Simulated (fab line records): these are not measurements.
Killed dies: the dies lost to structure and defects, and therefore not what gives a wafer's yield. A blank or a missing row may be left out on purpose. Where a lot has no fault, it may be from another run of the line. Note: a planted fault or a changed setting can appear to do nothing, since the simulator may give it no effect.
Split-lot experiment + flow berkeley_cmos170 + 5 lots, 23 wafers read, on a route of 331 steps

== ON THE SPLIT ==
At UCB170_NLDD_EXPOSE_03 (exposes mask NSELECT, target cd 1200 nm), the setting dose_mj was moved away from the recipe's 30 on 10 of the 23 wafers read, by -6.7% to +3.6%. This setting was run at the recipe's value on the other wafers.

== FROM THE SPLIT TO THE READING: what the file shows between them, 2 steps ==
- UCB170_NLDD_PEB_04
- UCB170_NLDD_DEVELOP_05: develop time 45 s

== THE READING ==
At UCB170_NLDD_CD_MEAS_06: cd_nm in nanometres, against a target cd of 1200 nm. Typical for fault-free wafers on this fab line: 1200.1 nm, with standard deviation 1.2 nm.

| wafer  | tool, chamber at the split | dose_mj as run | against the recipe | cd_nm, nm | against lot-mates on the recipe |
|--------|----------------------------|----------------|--------------------|-----------|---------------------------------|
| L074.2 | krf_scanner-02, 0          | 30             | recipe             | 1200.7    | -                               |
| L074.4 | krf_scanner-02, 0          | 30             | recipe             | 1199.9    | -                               |
| L074.5 | krf_scanner-02, 0          | 30             | recipe             | 1200.7    | -                               |
| L078.1 | krf_scanner-01, 0          | 30             | recipe             | 1200.3    | -                               |
| L078.2 | krf_scanner-01, 0          | 30             | recipe             | 1200.7    | -                               |
| L078.3 | krf_scanner-01, 0          | 31.09          | +3.6%              | 1207.3    | +6.8                            |
| L078.4 | krf_scanner-01, 0          | 30             | recipe             | 1200.4    | -                               |
| L078.6 | krf_scanner-01, 0          | 31.09          | +3.6%              | 1207.0    | +6.5                            |
| L079.1 | krf_scanner-02, 0          | 30             | recipe             | 1199.7    | -                               |
| L079.2 | krf_scanner-02, 0          | 29.01          | -3.3%              | 1193.2    | -6.9                            |
| L079.3 | krf_scanner-02, 0          | 29.01          | -3.3%              | 1194.9    | -5.2                            |
| L079.4 | krf_scanner-02, 0          | 30             | recipe             | 1200.4    | -                               |
| L079.6 | krf_scanner-02, 0          | 29.01          | -3.3%              | 1194.5    | -5.6                            |
| L082.1 | krf_scanner-02, 0          | 27.98          | -6.7%              | 1187.6    | -11.7                           |
| L082.3 | krf_scanner-02, 0          | 27.98          | -6.7%              | 1186.3    | -13.0                           |
| L082.4 | krf_scanner-02, 0          | 30             | recipe             | 1199.6    | -                               |
| L082.5 | krf_scanner-02, 0          | 30             | recipe             | 1199.7    | -                               |
| L082.6 | krf_scanner-02, 0          | 30             | recipe             | 1198.7    | -                               |
| L085.1 | krf_scanner-02, 0          | 30             | recipe             | 1199.9    | -                               |
| L085.2 | krf_scanner-02, 0          | 28.64          | -4.5%              | 1192.3    | -7.5                            |
| L085.3 | krf_scanner-02, 0          | 28.64          | -4.5%              | 1191.5    | -8.2                            |
| L085.4 | krf_scanner-02, 0          | 30             | recipe             | 1199.6    | -                               |
| L085.5 | krf_scanner-02, 0          | 28.64          | -4.5%              | 1192.2    | -7.5                            |

THE FIT
A straight line over all 23 wafers: cd_nm changes by +1.88 nm for each +1% of dose_mj; r = +0.99; the points scatter about the line by 0.63 nm.
The same after taking each lot's own level away (the mean of its wafers on the recipe; 23 wafers): +1.8 nm for each +1%; r = +1.00; scatter 0.48 nm.
Per that fit: largest dose_mj move, reading shift of 12 nm.
Across the lots, their own levels run from 1199.33 to 1200.47 nm, a range of 0.9 times the standard deviation given above.
So the lot-to-lot level changes the slope little: the two slopes agree.
Check: for one of the wafers moved furthest among these (-6.7%), held out of the fit, the line's prediction against its lot-mates is -12.1 nm. It came out at -11.7 nm against them.

== ADDITIONAL SPLITS CARRIED BY THESE WAFERS ==
Other splits were also applied to these wafers ahead of the reading. Each is held against what the fit with the lots' levels taken away leaves over:
| other split on the same wafers | wafers away from the commonest value | r with cd_nm (lot level and that fit taken away) |
|--------------------------------|--------------------------------------|--------------------------------------------------|
| UCB170_PLDD_EXPOSE_03 dose_mj  | 7                                    | +0.23                                            |

== THE FILE'S OWN FIT ==
cd_nm changes by +1.8 nm for each +1% of dose_mj, r = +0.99.
